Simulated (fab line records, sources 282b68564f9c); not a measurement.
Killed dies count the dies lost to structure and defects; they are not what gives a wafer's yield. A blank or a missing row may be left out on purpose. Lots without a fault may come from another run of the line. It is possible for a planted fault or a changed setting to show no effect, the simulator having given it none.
Split-lot study | flow rit-cmos | route with 202 steps; 5 lots, 27 wafers read

THE SPLIT ITSELF
At RIT_GATE_ETCH_19 (etches poly-Si in SF6/CHF3/O2, stops on SiO2, time 165 s, target depth 312.5 nm), the setting target-depth-a was moved away from the recipe's 3125 angstrom on 12 of the 27 wafers read, by -54.7% to +26.8%. This setting was run at the recipe's value on the other wafers.

Reading taken at the split's own step.

THE READING
oes-product-au, in a.u., at RIT_GATE_ETCH_19 (etches poly-Si in SF6/CHF3/O2, stops on SiO2, time 165 s, target depth 312.5 nm). Typical for fault-free wafers on this fab line: 0.843 a.u., with standard deviation 0.014 a.u.

wafer  | tool, chamber at the split | target-depth-a as run, angstrom | against the recipe | oes-product-au, a.u. | against lot-mates on the recipe
L074.1 | rie-si-02, 2               | 3125                            | recipe             | 0.846                | -
L074.2 | rie-si-02, 0               | 3963                            | +26.8%             | 0.702                | -0.128
L074.3 | rie-si-02, 3               | 3125                            | recipe             | 0.830                | -
L074.4 | rie-si-02, 1               | 3963                            | +26.8%             | 0.691                | -0.139
L074.5 | rie-si-02, 2               | 3963                            | +26.8%             | 0.727                | -0.103
L074.6 | rie-si-02, 3               | 3125                            | recipe             | 0.814                | -
L077.2 | rie-si-01, 2               | 3125                            | recipe             | 0.853                | -
L077.3 | rie-si-01, 0               | 3125                            | recipe             | 0.833                | -
L077.6 | rie-si-01, 1               | 3125                            | recipe             | 0.844                | -
L079.1 | rie-si-01, 3               | 3874                            | +24.0%             | 0.739                | -0.112
L079.2 | rie-si-01, 0               | 3125                            | recipe             | 0.845                | -
L079.3 | rie-si-01, 1               | 3125                            | recipe             | 0.858                | -
L079.4 | rie-si-01, 2               | 3874                            | +24.0%             | 0.752                | -0.099
L079.5 | rie-si-01, 3               | 3125                            | recipe             | 0.850                | -
L079.6 | rie-si-01, 0               | 3874                            | +24.0%             | 0.727                | -0.124
L081.1 | rie-si-01, 3               | 3125                            | recipe             | 0.849                | -
L081.2 | rie-si-01, 1               | 2543                            | -18.6%             | 0.976                | +0.123
L081.3 | rie-si-01, 2               | 3125                            | recipe             | 0.871                | -
L081.4 | rie-si-01, 0               | 3125                            | recipe             | 0.839                | -
L081.5 | rie-si-01, 1               | 2543                            | -18.6%             | 0.955                | +0.102
L081.6 | rie-si-01, 0               | 2543                            | -18.6%             | 0.977                | +0.124
L084.1 | rie-si-02, 0               | 1415                            | -54.7%             | 1.014                | +0.172
L084.2 | rie-si-02, 2               | 1415                            | -54.7%             | 1.016                | +0.174
L084.3 | rie-si-02, 3               | 3125                            | recipe             | 0.833                | -
L084.4 | rie-si-02, 1               | 1415                            | -54.7%             | 0.934                | +0.092
L084.5 | rie-si-02, 1               | 3125                            | recipe             | 0.830                | -
L084.6 | rie-si-02, 2               | 3125                            | recipe             | 0.862                | -

FIT RESULTS
A straight line over all 27 wafers: oes-product-au changes by -0.00357 a.u. for each +1% of target-depth-a; r = -0.92; the points scatter about the line by 0.036 a.u.
The same after taking each lot's own level away (the mean of its wafers on the recipe; 27 wafers): -0.00351 a.u. for each +1%; r = -0.93; scatter 0.032 a.u.
According to that fit, moving target-depth-a by its largest amount changes the reading by 0.19 a.u.
Across the lots, their own levels run from 0.8300 to 0.8530 a.u., a range of 1.6 times the standard deviation given above.
The two slopes agree, so the slope changes little with the lot-to-lot level.
Check: for one of the wafers moved furthest among these (-54.7%), held out of the fit, the line's prediction against its lot-mates is +0.191 a.u. Against them it came out at +0.172 a.u.
Tool readings at the split's step, against how far the setting was moved: oes-product-au r = -0.92.

ADDITIONAL SPLITS CARRIED BY THESE WAFERS
Other splits were also applied to these wafers ahead of the reading. Each is held against what the fit with the lots' levels taken away leaves over:
other split on the same wafers    | wafers away from the commonest value | r with oes-product-au (lot level and that fit taken away)
RIT_ACTIVE_OXIDATION_01 ox-time-s | 21                                   | +0.20

THE WHOLE CHAIN: every reading that the file lists as answering this split, in the file's order
step             | what it does                                                                    | reading                                                                         | change (the file's fit)                   | r (the file's)
RIT_GATE_ETCH_19 | etches poly-Si in SF6/CHF3/O2, stops on SiO2, time 165 s, target depth 312.5 nm | oes-product-au                                                                  | -0.00348 a.u. for each +1% of the setting | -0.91
RIT_GATE_ETCH_19 | etches poly-Si in SF6/CHF3/O2, stops on SiO2, time 165 s, target depth 312.5 nm | NOVOLAK_of_GATE_COAT_11.thk-nm (the simulator's own value, which no gauge read) | -0.835 nm for each +1% of the setting     | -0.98

THE FILE'S OWN FIT
oes-product-au changes by -0.00348 a.u. for each +1% of target-depth-a, r = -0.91.
